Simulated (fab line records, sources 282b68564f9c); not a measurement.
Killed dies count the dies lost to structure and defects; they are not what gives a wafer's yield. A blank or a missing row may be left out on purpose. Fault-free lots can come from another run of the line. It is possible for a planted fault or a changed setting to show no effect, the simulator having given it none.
Comparing a struck lot with a sound one | flow rit_cmos | 44 out of 202 route steps
Sound: these wafers, L356.1, L356.4, L356.5. The struck wafers were L367.1, L367.5, L367.6. The cause comes at the end.
Order at every step that has rows: each side's tool, ch and its chambers, its first start. Under that, the readings that differ: sound wafers | struck wafers | difference of the means | sigmas: that difference in standard deviations of wafers without a fault.
alike: readings whose means differ by less than 2 such deviations, and words and numbers that are the same on both sides. not compared: withheld readings, readings that some wafer has no value for, bounds like >300 that may hide the same value, and numbers for which the record gives no deviation and whose values overlap.
The two part at a step that has a row with sigmas, a row that says differs or no value, or rows on one side only. When numbers do not overlap yet have no deviation, they are printed without sigmas and do not part them. A reading that every wafer of one side lacks parts them only if that side has two wafers or more.

first, 3 steps without rows for these wafers: RIT_GATE_EXPOSE_13 (exposes mask M6, target cd 150 nm); RIT_GATE_PEB_14; RIT_GATE_DEVELOP_15 (develop time 50 s).
RIT_GATE_CD_MEAS_16: the cd target is 150 nm.
  struck on cd_sem-01, day 5 16:23; sound on cd_sem-01, day 3 01:35
  alike: cd_nm
RIT_GATE_OVL_MEAS_17:
  struck on overlay-01, day 5 16:30; sound on overlay-02, day 3 01:42
  alike: GATE_OVL
then, 1 step without rows for these wafers: RIT_GATE_HARDBAKE_18 (time 60 s).
RIT_GATE_ETCH_19: etches poly-Si in SF6/CHF3/O2, stops on SiO2, time 165 s, target depth 312.5 nm.
  sound on rie_si-02 ch 0,1,2, day 3 01:53; struck on rie_si-01 ch 0,1,3, day 5 16:41
  alike: CHF3_flow_sccm, drypump_motor_current_A, oes_product_au, throttle_valve_pct
  not compared: rf_hours_counter_h
RIT_GATE_STRIP_20: strips in O2, time 180 s.
  sound on plasma_asher-04 ch 0,1, day 3 01:59; struck on plasma_asher-04 ch 0,1, day 5 16:48
  alike: drypump_motor_current_A
  not compared: rf_hours_counter_h
RIT_GATE_CD_MEAS_90: the cd target is 150 nm.
  struck on cd_sem-02, day 5 16:58; sound on cd_sem-01, day 3 02:10
  alike: cd_nm
then, 3 steps without rows for these wafers: RIT_REOX_CLEAN_00 (cleans in SC1, time 600 s); RIT_REOX_CLEAN_01 (cleans in dHF, time 30 s); RIT_REOX_CLEAN_02 (cleans in SC2, time 600 s).
RIT_REOX_OXIDATION_03: target thk 25.2 nm, ox time 5580 s.
  sound on furnace-04 ch 0, day 3 04:03; struck on furnace-04 ch 0, day 5 17:28
  alike: tube_center_temp_C_max
RIT_REOX_THK_MEAS_04:
  struck on film_metro-03, day 5 20:01; sound on film_metro-02, day 3 06:36
  alike: REOX_OXIDE_THK
then, 6 steps without rows for these wafers: RIT_NLDD_HMDS_00 (prime time 60 s); RIT_NLDD_COAT_01 (resist thk 1000 nm); RIT_NLDD_SOFTBAKE_02 (time 60 s); RIT_NLDD_EXPOSE_03 (exposes mask M7, target cd 40700 nm); RIT_NLDD_PEB_04; RIT_NLDD_DEVELOP_05 (develop time 50 s).
RIT_NLDD_OVL_MEAS_06:
  struck on overlay-01, day 5 20:55; sound on overlay-02, day 3 07:43
  alike: NLDD_OVL
then, 2 steps without rows for these wafers: RIT_NLDD_HARDBAKE_07 (time 60 s); RIT_NLDD_IMPLANT_08.
RIT_NLDD_STRIP_09: strips in O2, time 180 s.
  sound on plasma_asher-02 ch 1, day 3 08:03; struck on plasma_asher-03 ch 0,1, day 5 21:15
  alike: drypump_motor_current_A
  not compared: rf_hours_counter_h
RIT_NLDD_TW_MEAS_10:
  struck on film_metro-03, day 5 21:26; sound on film_metro-03, day 3 08:14
  alike: NLDD_TW
then, 6 steps without rows for these wafers: RIT_PLDD_HMDS_00 (prime time 60 s); RIT_PLDD_COAT_01 (resist thk 1000 nm); RIT_PLDD_SOFTBAKE_02 (time 60 s); RIT_PLDD_EXPOSE_03 (exposes mask M8, target cd 40900 nm); RIT_PLDD_PEB_04; RIT_PLDD_DEVELOP_05 (develop time 50 s).
RIT_PLDD_OVL_MEAS_06:
  struck on overlay-01, day 5 22:20; sound on overlay-02, day 3 09:08
  alike: PLDD_OVL
then, 2 steps without rows for these wafers: RIT_PLDD_HARDBAKE_07 (time 60 s); RIT_PLDD_IMPLANT_08.
RIT_PLDD_STRIP_09: strips in O2, time 180 s.
  sound on plasma_asher-04 ch 0,1, day 3 09:28; struck on plasma_asher-01 ch 0,1, day 5 22:41
  alike: drypump_motor_current_A
  not compared: rf_hours_counter_h
RIT_PLDD_TW_MEAS_10:
  struck on film_metro-03, day 5 22:51; sound on film_metro-04, day 3 09:39
  reading | sound          | struck         | difference | sigmas
  PLDD_TW | 2327 2335 2322 | 2384 2387 2369 | +52        | +2
then, 4 steps without rows for these wafers: RIT_SPACER_CLEAN_00 (cleans in SC1, time 600 s); RIT_SPACER_CLEAN_01 (cleans in dHF, time 30 s); RIT_SPACER_CLEAN_02 (cleans in SC2, time 600 s); RIT_SPACER_CVD_03 (deposits Si3N4 from SiH2Cl2/NH3, target thk 250 nm, time 3300 s).
RIT_SPACER_THK_MEAS_04:
  struck on film_metro-03, day 6 01:11; sound on film_metro-01, day 3 11:59
  alike: SPACER_NITRIDE_THK
RIT_SPACER_ETCHBACK_05: etches Si3N4 in SF6/CHF3, stops on SiO2, target depth 250 nm, time 240 s.
  sound on rie_diel-03 ch 0,1, day 3 12:03; struck on rie_diel-03 ch 1,2,3, day 6 01:15
  alike: CHF3_flow_sccm, drypump_motor_current_A, oes_product_au, throttle_valve_pct
  not compared: rf_hours_counter_h
RIT_CONTACT_ETCH_11: etches SiO2 in CHF3/CF4/Ar, stops on TiSi2, target depth 480 nm, time 320 s.
  sound on rie_diel-01 ch 0,2, day 3 18:17; struck on rie_diel-01 ch 2,3, day 6 07:16
  reading                  | sound                | struck            | difference | sigmas
  mfc_ar_sccm (sccm)       | 100.33 100.53 100.02 | 99.88 99.10 99.80 | -0.70      | -2
  model.CONTACT.cd_nm (nm) | 1002 999.9 1002      | 976 975.8 976.4   | -25        |
  alike: CHF3_flow_sccm, drypump_motor_current_A, oes_product_au, throttle_valve_pct
  not compared: rf_hours_counter_h
RIT_M1_PROBE_99:
  struck on prober-02, day 6 12:07; sound on prober-01, day 3 23:21
  reading                                    | sound             | struck            | difference | sigmas
  killed_at_front_end                        | 5 9 6             | 79 82 63          | +68        | +22
  killed_dies                                | 5 9 6             | 79 83 63          | +68        | +21
  killed_on_rim                              | 3 0 1             | 23 22 17          | +19        | +14
  model.etest.contact_to_gate.bv_right_v (V) | 88.07 88.57 93.05 | 97.61 95.05 96.48 | +6.48      |
  model.etest.contact_to_gate.bv_left_v (V)  | 88.94 90.56 88.65 | 97.42 99.4 97.74  | +8.80      |
  alike: killed_at_contacts, killed_open, killed_short

== WHERE THEY PART ==
Last at RIT_M1_PROBE_99 as far as this record goes, first at RIT_PLDD_TW_MEAS_10.

WHY: the cause the simulator had injected
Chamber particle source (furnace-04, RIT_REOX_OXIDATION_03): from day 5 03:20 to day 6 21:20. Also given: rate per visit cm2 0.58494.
